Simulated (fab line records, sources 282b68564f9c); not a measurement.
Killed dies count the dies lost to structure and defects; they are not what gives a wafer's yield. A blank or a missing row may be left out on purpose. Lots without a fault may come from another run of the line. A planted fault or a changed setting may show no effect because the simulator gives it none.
The tool behind it: which one? :: flow ritCmos :: Sampling: 15 lots, 45 wafers, 5 of 202 route steps

WHAT THE GAUGES SHOWED, per wafer
RIT_ACTIVE_THK_MEAS_02.
lot: L567
measured: day 1 12:47
on: filmMetro-02
ACTIVE_OXIDE_THK (nm): 48.9 48.7 48.7

lot: L568
measured: day 1 17:03
on: filmMetro-01
ACTIVE_OXIDE_THK (nm): 46.4 46.4 46.8

lot: L570
measured: day 2 03:03
on: filmMetro-04
ACTIVE_OXIDE_THK (nm): 47.1 47.2 47.1

lot: L572
measured: day 2 14:05
on: filmMetro-01
ACTIVE_OXIDE_THK (nm): 46.0 46.0 45.7

lot: L573
measured: day 2 18:03
on: filmMetro-01
ACTIVE_OXIDE_THK (nm): 45.1 45.4 45.3

lot: L575
measured: day 3 04:04
on: filmMetro-02
ACTIVE_OXIDE_THK (nm): 46.5 46.6 47.1

lot: L576
measured: day 3 09:50
on: filmMetro-01
ACTIVE_OXIDE_THK (nm): 46.6 46.2 46.6

lot: L577
measured: day 3 17:16
on: filmMetro-01
ACTIVE_OXIDE_THK (nm): 45.4 45.5 46.0

lot: L578
measured: day 3 19:28
on: filmMetro-02
ACTIVE_OXIDE_THK (nm): 45.6 46.6 46.6

lot: L579
measured: day 4 00:03
on: filmMetro-01
ACTIVE_OXIDE_THK (nm): 46.2 46.8 46.6

lot: L580
measured: day 4 05:27
on: filmMetro-01
ACTIVE_OXIDE_THK (nm): 47.2 47.2 47.0

lot: L581
measured: day 4 10:12
on: filmMetro-01
ACTIVE_OXIDE_THK (nm): 51.4 52.1 51.9

lot: L582
measured: day 4 15:04
on: filmMetro-01
ACTIVE_OXIDE_THK (nm): 51.5 51.2 52.6

lot: L585
measured: day 5 06:04
on: filmMetro-01
ACTIVE_OXIDE_THK (nm): 52.3 52.2 52.1

lot: L587
measured: day 5 16:46
on: filmMetro-01
ACTIVE_OXIDE_THK (nm): 46.8 47.0 47.2

RIT_GATE_OVL_MEAS_17.
lot: L567
measured: day 2 17:02
on: overlay-01
GATE_OVL (nm): -0.2 -1.2 -1.0

lot: L568
measured: day 2 18:39
on: overlay-02
GATE_OVL (nm): 1.4 0.5 0.1

lot: L570
measured: day 3 05:44
on: overlay-02
GATE_OVL (nm): -2.6 -2.2 -0.6

lot: L572
measured: day 3 15:38
on: overlay-02
GATE_OVL (nm): -1.1 -2.3 -1.3

lot: L573
measured: day 3 20:21
on: overlay-01
GATE_OVL (nm): -0.5 1.4 1.7

lot: L575
measured: day 4 06:59
on: overlay-01
GATE_OVL (nm): -0.2 0.5 1.1

lot: L576
measured: day 4 15:31
on: overlay-01
GATE_OVL (nm): -1.8 -1.3 -2.1

lot: L577
measured: day 4 18:07
on: overlay-02
GATE_OVL (nm): -1.1 0.4 -1.6

lot: L578
measured: day 4 20:08
on: overlay-02
GATE_OVL (nm): -0.4 0.9 -1.0

lot: L579
measured: day 5 05:30
on: overlay-01
GATE_OVL (nm): -3.8 -2.2 -4.3

lot: L580
measured: day 5 07:53
on: overlay-01
GATE_OVL (nm): -0.8 -0.7 0.2

lot: L581
measured: day 5 15:38
on: overlay-02
GATE_OVL (nm): 2.6 2.1 0.2

lot: L582
measured: day 5 18:47
on: overlay-02
GATE_OVL (nm): 0.4 0.8 1.6

lot: L585
measured: day 6 11:29
on: overlay-01
GATE_OVL (nm): -1.0 -0.9 -1.0

lot: L587
measured: day 6 20:59
on: overlay-01
GATE_OVL (nm): 0.5 -2.1 0.7

RIT_SILICIDE_RS_MEAS_02: uses a four-point probe to measure.
lot: L567
measured: day 3 06:28
on: filmMetro-02
SILICIDE_TI_RS (ohm/sq): 48.4 47.8 48.1

lot: L568
measured: day 3 09:10
on: filmMetro-03
SILICIDE_TI_RS (ohm/sq): 48.0 48.0 47.8

lot: L570
measured: day 3 21:17
on: filmMetro-02
SILICIDE_TI_RS (ohm/sq): 47.9 49.0 48.0

lot: L572
measured: day 4 05:11
on: filmMetro-02
SILICIDE_TI_RS (ohm/sq): 47.8 47.6 47.4

lot: L573
measured: day 4 09:49
on: filmMetro-04
SILICIDE_TI_RS (ohm/sq): 48.0 49.3 49.0

lot: L575
measured: day 4 22:38
on: filmMetro-03
SILICIDE_TI_RS (ohm/sq): 46.9 48.2 46.6

lot: L576
measured: day 5 06:11
on: filmMetro-03
SILICIDE_TI_RS (ohm/sq): 48.3 48.3 48.2

lot: L577
measured: day 5 09:16
on: filmMetro-02
SILICIDE_TI_RS (ohm/sq): 49.4 48.5 48.3

lot: L578
measured: day 5 11:24
on: filmMetro-03
SILICIDE_TI_RS (ohm/sq): 48.1 48.5 47.6

lot: L579
measured: day 5 18:57
on: filmMetro-02
SILICIDE_TI_RS (ohm/sq): 47.2 47.5 48.0

lot: L580
measured: day 5 22:54
on: filmMetro-02
SILICIDE_TI_RS (ohm/sq): 48.2 48.4 47.4

lot: L581
measured: day 6 05:12
on: filmMetro-03
SILICIDE_TI_RS (ohm/sq): 46.5 46.7 46.9

lot: L582
measured: day 6 08:27
on: filmMetro-03
SILICIDE_TI_RS (ohm/sq): 47.4 48.9 47.4

lot: L585
measured: day 7 01:52
on: filmMetro-02
SILICIDE_TI_RS (ohm/sq): 47.9 47.5 47.2

lot: L587
measured: day 7 11:21
on: filmMetro-03
SILICIDE_TI_RS (ohm/sq): 47.8 48.2 47.9

RIT_SILICIDE_THK_MEAS_03: measures by xrf.
lot: L567
measured: day 3 06:35
on: filmMetro-02
SILICIDE_TI_THK (nm): 30.1 30.1 30.1

lot: L568
measured: day 3 09:17
on: filmMetro-03
SILICIDE_TI_THK (nm): 30.2 29.9 30.0

lot: L570
measured: day 3 21:25
on: filmMetro-02
SILICIDE_TI_THK (nm): 30.2 29.6 30.2

lot: L572
measured: day 4 05:19
on: filmMetro-02
SILICIDE_TI_THK (nm): 30.4 30.4 30.5

lot: L573
measured: day 4 09:56
on: filmMetro-04
SILICIDE_TI_THK (nm): 29.8 29.3 29.2

lot: L575
measured: day 4 22:44
on: filmMetro-03
SILICIDE_TI_THK (nm): 30.8 30.0 30.9

lot: L576
measured: day 5 06:18
on: filmMetro-03
SILICIDE_TI_THK (nm): 30.0 30.1 30.0

lot: L577
measured: day 5 09:23
on: filmMetro-02
SILICIDE_TI_THK (nm): 29.6 30.0 30.1

lot: L578
measured: day 5 11:31
on: filmMetro-03
SILICIDE_TI_THK (nm): 30.1 29.9 30.4

lot: L579
measured: day 5 19:04
on: filmMetro-02
SILICIDE_TI_THK (nm): 30.4 30.4 30.1

lot: L580
measured: day 5 22:59
on: filmMetro-02
SILICIDE_TI_THK (nm): 30.0 29.7 30.5

lot: L581
measured: day 6 05:17
on: filmMetro-03
SILICIDE_TI_THK (nm): 30.8 30.7 30.6

lot: L582
measured: day 6 08:33
on: filmMetro-03
SILICIDE_TI_THK (nm): 30.5 29.6 30.4

lot: L585
measured: day 7 01:59
on: filmMetro-02
SILICIDE_TI_THK (nm): 30.2 30.4 30.5

lot: L587
measured: day 7 11:28
on: filmMetro-03
SILICIDE_TI_THK (nm): 30.4 30.2 30.3

EACH LOT AND THE TOOL THAT RAN IT (in order: tool; ch and the chambers of the sampled wafers; start)
lot: L567
RIT_ACTIVE_OXIDATION_01: furnace-04 ch 0, day 1 10:52

lot: L568
RIT_ACTIVE_OXIDATION_01: furnace-03 ch 0, day 1 15:07

lot: L570
RIT_ACTIVE_OXIDATION_01: furnace-04 ch 0, day 2 01:07

lot: L572
RIT_ACTIVE_OXIDATION_01: furnace-01 ch 0, day 2 12:08

lot: L573
RIT_ACTIVE_OXIDATION_01: furnace-01 ch 0, day 2 16:07

lot: L575
RIT_ACTIVE_OXIDATION_01: furnace-04 ch 0, day 3 02:07

lot: L576
RIT_ACTIVE_OXIDATION_01: furnace-04 ch 0, day 3 07:55

lot: L577
RIT_ACTIVE_OXIDATION_01: furnace-04 ch 0, day 3 15:20

lot: L578
RIT_ACTIVE_OXIDATION_01: furnace-04 ch 0, day 3 17:31

lot: L579
RIT_ACTIVE_OXIDATION_01: furnace-04 ch 0, day 3 22:07

lot: L580
RIT_ACTIVE_OXIDATION_01: furnace-04 ch 0, day 4 03:29

lot: L581
RIT_ACTIVE_OXIDATION_01: furnace-04 ch 0, day 4 08:14

lot: L582
RIT_ACTIVE_OXIDATION_01: furnace-04 ch 0, day 4 13:07

lot: L585
RIT_ACTIVE_OXIDATION_01: furnace-04 ch 0, day 5 04:07

lot: L587
RIT_ACTIVE_OXIDATION_01: furnace-01 ch 0, day 5 14:50
- RIT_ACTIVE_OXIDATION_01: target thk 46.8 nm, ox time 3360 s.

WHAT THE TOOLS THEMSELVES READ (means of the sampled wafers that have a number; where no wafer has one, the mark that the record gives instead)
RIT_ACTIVE_OXIDATION_01.
lot: L567
tool: furnace-04
zonePowerCentrePct (%): 48.9

lot: L568
tool: furnace-03
zonePowerCentrePct (%): 43.6

lot: L570
tool: furnace-04
zonePowerCentrePct (%): 48.4

lot: L572
tool: furnace-01
zonePowerCentrePct (%): 45.5

lot: L573
tool: furnace-01
zonePowerCentrePct (%): 45.9

lot: L575
tool: furnace-04
zonePowerCentrePct (%): 48.9

lot: L576
tool: furnace-04
zonePowerCentrePct (%): 48.4

lot: L577
tool: furnace-04
zonePowerCentrePct (%): 48.8

lot: L578
tool: furnace-04
zonePowerCentrePct (%): 48.9

lot: L579
tool: furnace-04
zonePowerCentrePct (%): 49.0

lot: L580
tool: furnace-04
zonePowerCentrePct (%): 48.2

lot: L581
tool: furnace-04
zonePowerCentrePct (%): 48.8

lot: L582
tool: furnace-04
zonePowerCentrePct (%): 48.2

lot: L585
tool: furnace-04
zonePowerCentrePct (%): 48.6

lot: L587
tool: furnace-01
zonePowerCentrePct (%): 45.7

THE ANSWER, worked out from the rows above alone
Rule: the usual values come from the lots themselves. Put in order of their means at a reading, lots are off if they are a third of the lots or fewer, leave a main group of 4 or more, and stand apart from it by a gap of 3 or more times the standard deviation of the main group's means; of several such gaps the widest counts. A main group whose means are all the same, to the digits that the tables above print for the reading, isn't used. Also off: a lot with no number at a reading for which 4 or more lots have one. The other lots that the step has rows for count as sound. Order of review: gauges by route order, followed by the tools' own readings, for which a lot's mean as printed above is used. The first step at which some lot is off is used, and at that step the reading that is off furthest; a lot without a number counts as furthest.
Off: L581, L582, L585, seen at RIT_ACTIVE_THK_MEAS_02 (ACTIVE_OXIDE_THK). The main group has a mean of 46.6 nm with a standard deviation of 0.86.
If a tool, at a process step before that reading, ran all the lots that are off and no sound lot after the first of them, it fits. Those tools and the gauges at RIT_ACTIVE_THK_MEAS_02 are tried in the same way. One fits: furnace-04 at RIT_ACTIVE_OXIDATION_01. Its last sound lot is L580 (day 4 03:29), its first lot that is off L581 (day 4 08:14): a fault that began between those two fits.

WHAT THE SIMULATOR PUT IN
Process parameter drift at RIT_ACTIVE_OXIDATION_01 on furnace-04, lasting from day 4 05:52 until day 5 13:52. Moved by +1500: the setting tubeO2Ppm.
Shown lots that were struck: L581, L582, L585. This agrees with what the rule above found.
